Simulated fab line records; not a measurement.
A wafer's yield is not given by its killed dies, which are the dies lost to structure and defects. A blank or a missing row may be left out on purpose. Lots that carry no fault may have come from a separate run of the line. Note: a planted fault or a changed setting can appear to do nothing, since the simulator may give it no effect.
A sampling plan put to the test :: flow berkeleyCmos170 :: one fab line, 38 faults that these records tell of, each judged on the records of the lots that it struck; 2 more are left out, because the records don't allow judging them
The line's own looks make up the plan; these are the steps of the route where a gauge or inspection reads the wafer and leaves it unchanged. A look can be judged if struck wafers have a number there and the file gives its usual mean and standard deviation on fault-free wafers. Caught: a look later than the fault's first step finds the struck wafers' mean 4 or more of those standard deviations (sigma) from the usual mean. On the tool: the identical test, applied to the tool's own readings at the steps of the fault. Caught also covers a different recipe on the struck wafers, or a record left blank for those wafers only.

THE FAULTS, as the simulator had put them in
1. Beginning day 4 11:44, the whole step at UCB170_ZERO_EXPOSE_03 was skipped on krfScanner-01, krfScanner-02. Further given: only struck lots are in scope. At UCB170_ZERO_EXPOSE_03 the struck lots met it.
2. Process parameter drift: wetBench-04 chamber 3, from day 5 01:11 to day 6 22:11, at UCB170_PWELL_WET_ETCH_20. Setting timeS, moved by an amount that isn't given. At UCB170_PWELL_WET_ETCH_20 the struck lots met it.
3. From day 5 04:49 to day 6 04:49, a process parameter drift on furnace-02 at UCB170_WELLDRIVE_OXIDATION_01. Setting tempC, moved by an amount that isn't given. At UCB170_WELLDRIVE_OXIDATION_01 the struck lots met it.
4. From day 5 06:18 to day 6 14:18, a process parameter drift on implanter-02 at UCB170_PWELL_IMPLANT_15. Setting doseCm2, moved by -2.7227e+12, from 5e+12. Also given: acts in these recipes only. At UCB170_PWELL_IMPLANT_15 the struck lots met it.
5. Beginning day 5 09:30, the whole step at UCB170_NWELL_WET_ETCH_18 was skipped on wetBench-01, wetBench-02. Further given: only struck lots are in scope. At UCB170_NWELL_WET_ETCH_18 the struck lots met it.
6. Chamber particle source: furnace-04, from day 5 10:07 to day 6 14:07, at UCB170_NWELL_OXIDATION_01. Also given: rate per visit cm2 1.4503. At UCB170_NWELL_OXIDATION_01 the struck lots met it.
7. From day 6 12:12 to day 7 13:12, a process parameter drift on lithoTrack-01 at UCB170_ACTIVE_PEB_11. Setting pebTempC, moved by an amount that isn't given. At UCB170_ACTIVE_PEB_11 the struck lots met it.
8. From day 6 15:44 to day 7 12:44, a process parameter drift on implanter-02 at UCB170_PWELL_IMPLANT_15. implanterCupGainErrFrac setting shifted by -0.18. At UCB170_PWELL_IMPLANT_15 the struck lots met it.
9. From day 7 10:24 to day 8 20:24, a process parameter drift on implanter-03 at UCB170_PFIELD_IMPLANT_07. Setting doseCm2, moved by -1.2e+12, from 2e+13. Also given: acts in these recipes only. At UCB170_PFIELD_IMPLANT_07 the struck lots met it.
10. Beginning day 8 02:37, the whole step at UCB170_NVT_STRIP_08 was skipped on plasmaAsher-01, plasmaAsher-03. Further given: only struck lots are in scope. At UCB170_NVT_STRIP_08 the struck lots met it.
11. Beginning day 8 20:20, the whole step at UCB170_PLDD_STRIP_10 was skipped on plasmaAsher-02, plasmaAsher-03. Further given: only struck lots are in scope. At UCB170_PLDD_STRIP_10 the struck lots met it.
12. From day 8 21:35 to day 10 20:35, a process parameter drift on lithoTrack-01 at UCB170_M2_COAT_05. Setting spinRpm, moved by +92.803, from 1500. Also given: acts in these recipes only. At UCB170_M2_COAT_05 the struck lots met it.
13. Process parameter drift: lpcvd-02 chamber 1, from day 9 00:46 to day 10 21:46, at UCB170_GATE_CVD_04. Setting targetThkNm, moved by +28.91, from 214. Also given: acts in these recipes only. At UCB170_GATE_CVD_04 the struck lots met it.
14. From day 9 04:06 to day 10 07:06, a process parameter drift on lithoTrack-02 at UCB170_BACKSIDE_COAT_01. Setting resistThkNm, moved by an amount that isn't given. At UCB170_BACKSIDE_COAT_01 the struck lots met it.
15. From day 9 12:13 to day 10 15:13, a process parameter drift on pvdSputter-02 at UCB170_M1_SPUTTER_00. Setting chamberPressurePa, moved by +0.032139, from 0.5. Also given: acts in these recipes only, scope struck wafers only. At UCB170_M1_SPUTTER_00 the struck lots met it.
16. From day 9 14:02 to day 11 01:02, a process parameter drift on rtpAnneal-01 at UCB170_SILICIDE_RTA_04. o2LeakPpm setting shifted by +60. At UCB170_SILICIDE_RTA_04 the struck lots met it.
17. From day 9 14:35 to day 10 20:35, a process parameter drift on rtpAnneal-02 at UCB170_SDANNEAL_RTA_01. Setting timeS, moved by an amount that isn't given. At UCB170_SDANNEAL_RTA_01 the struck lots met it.
18. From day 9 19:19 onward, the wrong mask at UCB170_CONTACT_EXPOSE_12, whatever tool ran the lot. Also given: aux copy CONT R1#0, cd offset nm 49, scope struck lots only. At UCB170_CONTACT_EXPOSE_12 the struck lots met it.
19. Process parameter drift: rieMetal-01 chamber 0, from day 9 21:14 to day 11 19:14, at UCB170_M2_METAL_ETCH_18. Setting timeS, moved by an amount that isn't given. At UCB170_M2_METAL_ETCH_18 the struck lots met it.
20. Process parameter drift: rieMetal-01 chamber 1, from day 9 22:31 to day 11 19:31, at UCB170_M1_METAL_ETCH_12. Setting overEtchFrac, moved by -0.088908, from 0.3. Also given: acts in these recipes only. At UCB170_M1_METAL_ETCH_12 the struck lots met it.
21. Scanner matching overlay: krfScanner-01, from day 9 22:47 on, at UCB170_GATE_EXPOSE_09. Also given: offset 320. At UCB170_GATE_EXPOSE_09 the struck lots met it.
22. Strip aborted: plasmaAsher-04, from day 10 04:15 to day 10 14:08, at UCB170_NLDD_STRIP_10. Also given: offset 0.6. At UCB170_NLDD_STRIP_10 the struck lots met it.
23. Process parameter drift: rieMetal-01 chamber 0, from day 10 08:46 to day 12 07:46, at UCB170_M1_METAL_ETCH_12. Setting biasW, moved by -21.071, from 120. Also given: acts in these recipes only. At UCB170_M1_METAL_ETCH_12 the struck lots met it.
24. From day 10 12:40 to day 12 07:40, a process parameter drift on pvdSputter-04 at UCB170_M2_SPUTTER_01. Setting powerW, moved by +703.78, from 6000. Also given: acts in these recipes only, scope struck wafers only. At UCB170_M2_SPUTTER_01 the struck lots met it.
25. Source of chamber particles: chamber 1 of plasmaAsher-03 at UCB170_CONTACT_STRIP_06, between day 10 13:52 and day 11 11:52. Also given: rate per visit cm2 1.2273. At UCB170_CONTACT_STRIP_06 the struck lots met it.
26. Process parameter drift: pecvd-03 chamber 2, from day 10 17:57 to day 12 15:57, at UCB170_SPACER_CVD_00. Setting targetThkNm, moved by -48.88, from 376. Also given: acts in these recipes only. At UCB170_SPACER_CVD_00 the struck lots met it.
27. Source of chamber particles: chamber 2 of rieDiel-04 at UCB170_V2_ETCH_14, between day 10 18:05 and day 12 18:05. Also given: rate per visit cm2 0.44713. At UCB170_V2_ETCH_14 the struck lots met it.
28. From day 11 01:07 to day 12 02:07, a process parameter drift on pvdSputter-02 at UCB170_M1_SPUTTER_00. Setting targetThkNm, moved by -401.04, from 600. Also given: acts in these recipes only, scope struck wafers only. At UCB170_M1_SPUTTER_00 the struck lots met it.
29. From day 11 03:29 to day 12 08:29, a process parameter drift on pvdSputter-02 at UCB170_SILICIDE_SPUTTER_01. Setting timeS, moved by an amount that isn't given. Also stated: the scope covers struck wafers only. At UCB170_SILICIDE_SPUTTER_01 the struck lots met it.
30. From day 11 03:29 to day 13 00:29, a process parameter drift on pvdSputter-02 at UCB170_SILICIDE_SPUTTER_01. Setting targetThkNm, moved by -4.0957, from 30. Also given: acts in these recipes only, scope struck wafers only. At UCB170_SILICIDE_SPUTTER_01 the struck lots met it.
31. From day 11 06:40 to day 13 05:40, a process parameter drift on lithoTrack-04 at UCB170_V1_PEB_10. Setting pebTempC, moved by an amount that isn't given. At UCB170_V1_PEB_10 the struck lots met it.
32. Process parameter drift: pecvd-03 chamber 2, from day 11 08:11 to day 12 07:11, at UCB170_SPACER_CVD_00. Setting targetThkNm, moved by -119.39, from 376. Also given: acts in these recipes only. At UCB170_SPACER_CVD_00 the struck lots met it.
33. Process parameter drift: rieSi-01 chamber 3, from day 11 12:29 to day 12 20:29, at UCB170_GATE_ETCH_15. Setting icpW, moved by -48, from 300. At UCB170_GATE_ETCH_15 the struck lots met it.
34. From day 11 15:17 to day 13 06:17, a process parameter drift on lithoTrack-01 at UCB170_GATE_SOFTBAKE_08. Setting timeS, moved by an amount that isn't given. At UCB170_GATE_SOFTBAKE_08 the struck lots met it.
35. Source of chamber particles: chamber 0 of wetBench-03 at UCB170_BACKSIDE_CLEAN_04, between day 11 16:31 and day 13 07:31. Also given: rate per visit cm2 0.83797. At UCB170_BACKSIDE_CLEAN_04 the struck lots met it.
36. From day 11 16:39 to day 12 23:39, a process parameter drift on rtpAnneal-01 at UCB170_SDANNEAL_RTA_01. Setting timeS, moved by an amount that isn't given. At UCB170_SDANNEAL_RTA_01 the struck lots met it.
37. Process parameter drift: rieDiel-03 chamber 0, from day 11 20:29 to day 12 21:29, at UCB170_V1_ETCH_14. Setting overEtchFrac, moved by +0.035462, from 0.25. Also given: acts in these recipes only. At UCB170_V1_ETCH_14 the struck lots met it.
38. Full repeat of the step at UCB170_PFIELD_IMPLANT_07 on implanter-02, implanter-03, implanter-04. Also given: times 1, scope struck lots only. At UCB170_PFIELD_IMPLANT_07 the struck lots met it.

WHAT THE PLAN SAW
fault: 1
on the tool itself: no reading that can be judged
first look that catches it: no look after it can be judged
reading, sigma: -
median hours from its first step to that look: -
hours from the fault's start to the first struck lot there: -
judged looks passed uncaught: 0

fault: 2
on the tool itself: runLengthS -26 sigma
first look that catches it: no look after it can be judged
reading, sigma: -
median hours from its first step to that look: -
hours from the fault's start to the first struck lot there: -
judged looks passed uncaught: 0

fault: 3
on the tool itself: tubeCenterTempC +99 or beyond sigma
first look that catches it: UCB170_WELLDRIVE_THK_MEAS_02
reading, sigma: WELLDRIVE_OXIDE_THK +9.0
median hours from its first step to that look: 3.5
hours from the fault's start to the first struck lot there: 9
judged looks passed uncaught: 0

fault: 4
on the tool itself: doseIonsCm2 -99 or beyond sigma
first look that catches it: UCB170_PWELL_TW_MEAS_17
reading, sigma: PWELL_TW -33
median hours from its first step to that look: 0.2
hours from the fault's start to the first struck lot there: 5
judged looks passed uncaught: 0

fault: 5
on the tool itself: the tool's record is blank for the struck wafers
first look that catches it: no look after it can be judged
reading, sigma: -
median hours from its first step to that look: -
hours from the fault's start to the first struck lot there: -
judged looks passed uncaught: 0

fault: 6
on the tool itself: under 2 sigma
first look that catches it: none of the 2 looks that can be judged after it
reading, sigma: -
median hours from its first step to that look: -
hours from the fault's start to the first struck lot there: -
judged looks passed uncaught: 2

fault: 7
on the tool itself: heaterPowerTotalW +99 or beyond sigma
first look that catches it: UCB170_ACTIVE_CD_MEAS_13
reading, sigma: cdNm -46
median hours from its first step to that look: 0.3
hours from the fault's start to the first struck lot there: 7
judged looks passed uncaught: 0

fault: 8
on the tool itself: beamOnS +11 sigma
first look that catches it: UCB170_PWELL_TW_MEAS_17
reading, sigma: PWELL_TW +9.9
median hours from its first step to that look: 0.2
hours from the fault's start to the first struck lot there: 0
judged looks passed uncaught: 0

fault: 9
on the tool itself: doseIonsCm2 -54 sigma
first look that catches it: none of the 2 looks that can be judged after it
reading, sigma: strongest: PFIELD_TW at UCB170_PFIELD_TW_MEAS_09, -2.5
median hours from its first step to that look: -
hours from the fault's start to the first struck lot there: -
judged looks passed uncaught: 2

fault: 10
on the tool itself: the tool's record is blank for the struck wafers
first look that catches it: UCB170_PVT_TW_MEAS_09
reading, sigma: PVT_TW -99 or beyond
median hours from its first step to that look: 2.3
hours from the fault's start to the first struck lot there: 12
judged looks passed uncaught: 0

fault: 11
on the tool itself: the tool's record is blank for the struck wafers
first look that catches it: UCB170_NLDD_TW_MEAS_11
reading, sigma: NLDD_TW -99 or beyond
median hours from its first step to that look: 2.4
hours from the fault's start to the first struck lot there: 2
judged looks passed uncaught: 0

fault: 12
on the tool itself: spinSpeedRpm +99 or beyond sigma
first look that catches it: no look after it can be judged
reading, sigma: -
median hours from its first step to that look: -
hours from the fault's start to the first struck lot there: -
judged looks passed uncaught: 0

fault: 13
on the tool itself: no reading that can be judged
first look that catches it: UCB170_GATE_THK_MEAS_05
reading, sigma: GATE_POLY_THK +15
median hours from its first step to that look: 1.4
hours from the fault's start to the first struck lot there: 11
judged looks passed uncaught: 0

fault: 14
on the tool itself: no reading that can be judged
first look that catches it: not the one look that can be judged after it
reading, sigma: -
median hours from its first step to that look: -
hours from the fault's start to the first struck lot there: -
judged looks passed uncaught: 1

fault: 15
on the tool itself: chamberPressurePa +28 sigma
first look that catches it: none of the 10 looks that can be judged after it
reading, sigma: strongest: M1_AL_THK at UCB170_M1_THK_MEAS_02, -2.4
median hours from its first step to that look: -
hours from the fault's start to the first struck lot there: -
judged looks passed uncaught: 10

fault: 16
on the tool itself: chamberO2Ppm +99 or beyond sigma
first look that catches it: no look after it can be judged
reading, sigma: -
median hours from its first step to that look: -
hours from the fault's start to the first struck lot there: -
judged looks passed uncaught: 0

fault: 17
on the tool itself: under 2 sigma
first look that catches it: UCB170_SDANNEAL_RS_MEAS_02
reading, sigma: PSD_RS -13
median hours from its first step to that look: 0.1
hours from the fault's start to the first struck lot there: 0
judged looks passed uncaught: 0

fault: 18
on the tool itself: under 2 sigma
first look that catches it: UCB170_CONTACT_CD_MEAS_15
reading, sigma: cdNm +35
median hours from its first step to that look: 0.6
hours from the fault's start to the first struck lot there: 1
judged looks passed uncaught: 0

fault: 19
on the tool itself: runLengthS -99 or beyond sigma
first look that catches it: none of the 2 looks that can be judged after it
reading, sigma: -
median hours from its first step to that look: -
hours from the fault's start to the first struck lot there: -
judged looks passed uncaught: 2

fault: 20
on the tool itself: under 2 sigma
first look that catches it: no look after it can be judged
reading, sigma: -
median hours from its first step to that look: -
hours from the fault's start to the first struck lot there: -
judged looks passed uncaught: 0

fault: 21
on the tool itself: under 2 sigma
first look that catches it: UCB170_GATE_OVL_MEAS_13
reading, sigma: GATE_OVL +53
median hours from its first step to that look: 0.5
hours from the fault's start to the first struck lot there: 11
judged looks passed uncaught: 0

fault: 22
on the tool itself: oesProductAu +57 sigma
first look that catches it: UCB170_PSD_TW_MEAS_10
reading, sigma: PSD_TW -99 or beyond
median hours from its first step to that look: 10.2
hours from the fault's start to the first struck lot there: 20
judged looks passed uncaught: 0

fault: 23
on the tool itself: biasW -60 sigma
first look that catches it: no look after it can be judged
reading, sigma: -
median hours from its first step to that look: -
hours from the fault's start to the first struck lot there: -
judged looks passed uncaught: 0

fault: 24
on the tool itself: cathodeDcPowerW +99 or beyond sigma
first look that catches it: UCB170_M2_RS_MEAS_02
reading, sigma: M2_AL_RS -9.7
median hours from its first step to that look: 0.1
hours from the fault's start to the first struck lot there: 28
judged looks passed uncaught: 0

fault: 25
on the tool itself: under 2 sigma
first look that catches it: no look after it can be judged
reading, sigma: -
median hours from its first step to that look: -
hours from the fault's start to the first struck lot there: -
judged looks passed uncaught: 0

fault: 26
on the tool itself: under 2 sigma
first look that catches it: UCB170_SPACER_THK_MEAS_01
reading, sigma: SPACER_TEOS_THK -9.7
median hours from its first step to that look: 0.1
hours from the fault's start to the first struck lot there: 4
judged looks passed uncaught: 0

fault: 27
on the tool itself: under 2 sigma
first look that catches it: none of the 7 looks that can be judged after it
reading, sigma: strongest: cdNm at UCB170_M3_CD_MEAS_15, -2.7
median hours from its first step to that look: -
hours from the fault's start to the first struck lot there: -
judged looks passed uncaught: 7

fault: 28
on the tool itself: under 2 sigma
first look that catches it: UCB170_M1_RS_MEAS_01
reading, sigma: M1_AL_RS +99 or beyond
median hours from its first step to that look: 0.1
hours from the fault's start to the first struck lot there: 8
judged looks passed uncaught: 0

fault: 29
on the tool itself: under 2 sigma
first look that catches it: UCB170_SILICIDE_RS_MEAS_02
reading, sigma: SILICIDE_TI_RS +35
median hours from its first step to that look: 0.0
hours from the fault's start to the first struck lot there: 0
judged looks passed uncaught: 0

fault: 30
on the tool itself: under 2 sigma
first look that catches it: UCB170_SILICIDE_RS_MEAS_02
reading, sigma: SILICIDE_TI_RS +14
median hours from its first step to that look: 0.1
hours from the fault's start to the first struck lot there: 28
judged looks passed uncaught: 0

fault: 31
on the tool itself: heaterPowerTotalW +7.7 sigma
first look that catches it: not the one look that can be judged after it
reading, sigma: strongest: cdNm at UCB170_V1_CD_MEAS_12, +3.1
median hours from its first step to that look: -
hours from the fault's start to the first struck lot there: -
judged looks passed uncaught: 1

fault: 32
on the tool itself: under 2 sigma
first look that catches it: UCB170_SPACER_THK_MEAS_01
reading, sigma: SPACER_TEOS_THK -23
median hours from its first step to that look: 0.1
hours from the fault's start to the first struck lot there: 11
judged looks passed uncaught: 0

fault: 33
on the tool itself: rfFwdPowerW -34 sigma
first look that catches it: no look after it can be judged
reading, sigma: -
median hours from its first step to that look: -
hours from the fault's start to the first struck lot there: -
judged looks passed uncaught: 0

fault: 34
on the tool itself: heaterPowerTotalW +99 or beyond sigma
first look that catches it: UCB170_GATE_CD_MEAS_12
reading, sigma: cdNm +8.2
median hours from its first step to that look: 1.2
hours from the fault's start to the first struck lot there: 4
judged looks passed uncaught: 0

fault: 35
on the tool itself: no reading that can be judged
first look that catches it: no look after it can be judged
reading, sigma: -
median hours from its first step to that look: -
hours from the fault's start to the first struck lot there: -
judged looks passed uncaught: 0

fault: 36
on the tool itself: under 2 sigma
first look that catches it: UCB170_SDANNEAL_RS_MEAS_02
reading, sigma: PSD_RS +99 or beyond
median hours from its first step to that look: 0.1
hours from the fault's start to the first struck lot there: 14
judged looks passed uncaught: 0

fault: 37
on the tool itself: under 2 sigma
first look that catches it: no look after it can be judged
reading, sigma: -
median hours from its first step to that look: -
hours from the fault's start to the first struck lot there: -
judged looks passed uncaught: 0

fault: 38
on the tool itself: under 2 sigma
first look that catches it: UCB170_PFIELD_TW_MEAS_09
reading, sigma: PFIELD_TW +27
median hours from its first step to that look: 0.6
hours from the fault's start to the first struck lot there: -
judged looks passed uncaught: 0
A dash: this means the fault isn't caught or the number doesn't appear in these records.

Caught at a look: 20 of 38. Caught on the tool: 19 of 38. By one or the other: 30 of 38.
Faults caught by the tool alone: 2, 5, 9, 12, 15, 16, 19, 23, 31, 33.
Caught at a look alone: faults 13, 17, 18, 21, 26, 28, 29, 30, 32, 36, 38.
Caught by neither: faults 1, 6, 14, 20, 25, 27, 35, 37.

THINNER SAMPLING
If the look that catches a fault measured only every second or every third lot, by lot number, the first struck lot would be measured this late in the worst case:
fault: 3
struck lots at that look, in order of time: L927, L928
every lot: 9 h
every second lot: 9 h
every third lot: may miss all 2

fault: 4
struck lots at that look, in order of time: L436, L437, L440
every lot: 5 h
every second lot: 10 h
every third lot: may miss all 3

fault: 7
struck lots at that look, in order of time: L456, L459
every lot: 7 h
every second lot: 14 h
every third lot: may miss all 2

fault: 8
struck lots at that look, in order of time: L329, L333
every lot: 0 h
every second lot: may miss all 2
every third lot: may miss all 2

fault: 10
struck lots at that look, in order of time: L682, L683, L685
every lot: 12 h
every second lot: 12 h
every third lot: may miss all 3

fault: 11
struck lots at that look, in order of time: L312, L311
every lot: 2 h
every second lot: 3 h
every third lot: may miss all 2

fault: 13
struck lots at that look, in order of time: L655, L656
every lot: 11 h
every second lot: 11 h
every third lot: may miss all 2

fault: 17
struck lots at that look, in order of time: L600, L601
every lot: 0 h
every second lot: 19 h
every third lot: may miss all 2

fault: 18
struck lots at that look, in order of time: L908
every lot: 1 h
every second lot: may miss it
every third lot: may miss it

fault: 21
struck lots at that look, in order of time: L300, L301, L304
every lot: 11 h
every second lot: 18 h
every third lot: may miss all 3

fault: 22
struck lots at that look, in order of time: L810
every lot: 20 h
every second lot: may miss it
every third lot: may miss it

fault: 24
struck lots at that look, in order of time: L726
every lot: 28 h
every second lot: may miss it
every third lot: may miss it

fault: 26
struck lots at that look, in order of time: L286, L288
every lot: 4 h
every second lot: may miss all 2
every third lot: may miss all 2

fault: 28
struck lots at that look, in order of time: L996, L997
every lot: 8 h
every second lot: 15 h
every third lot: may miss all 2

fault: 29
struck lots at that look, in order of time: L274
every lot: 0 h
every second lot: may miss it
every third lot: may miss it

fault: 30
struck lots at that look, in order of time: L839
every lot: 28 h
every second lot: may miss it
every third lot: may miss it

fault: 32
struck lots at that look, in order of time: L552, L549
every lot: 11 h
every second lot: 12 h
every third lot: may miss all 2

fault: 34
struck lots at that look, in order of time: L441, L442
every lot: 4 h
every second lot: 23 h
every third lot: may miss all 2

fault: 36
struck lots at that look, in order of time: L278, L277
every lot: 14 h
every second lot: 14 h
every third lot: may miss all 2
The hour figures run from when the fault began to the first measured lot among those it struck. Since the struck wafers were tested as one group against 4 sigma, a single lot by itself may lie under the limit. Other struck lots may not be in these records.

THE LONGEST TIMED WAY FROM STEP TO LOOK
Fault 22: median gap of 10.2 hours between UCB170_NLDD_STRIP_10 and UCB170_PSD_TW_MEAS_10. No look between them can be judged.
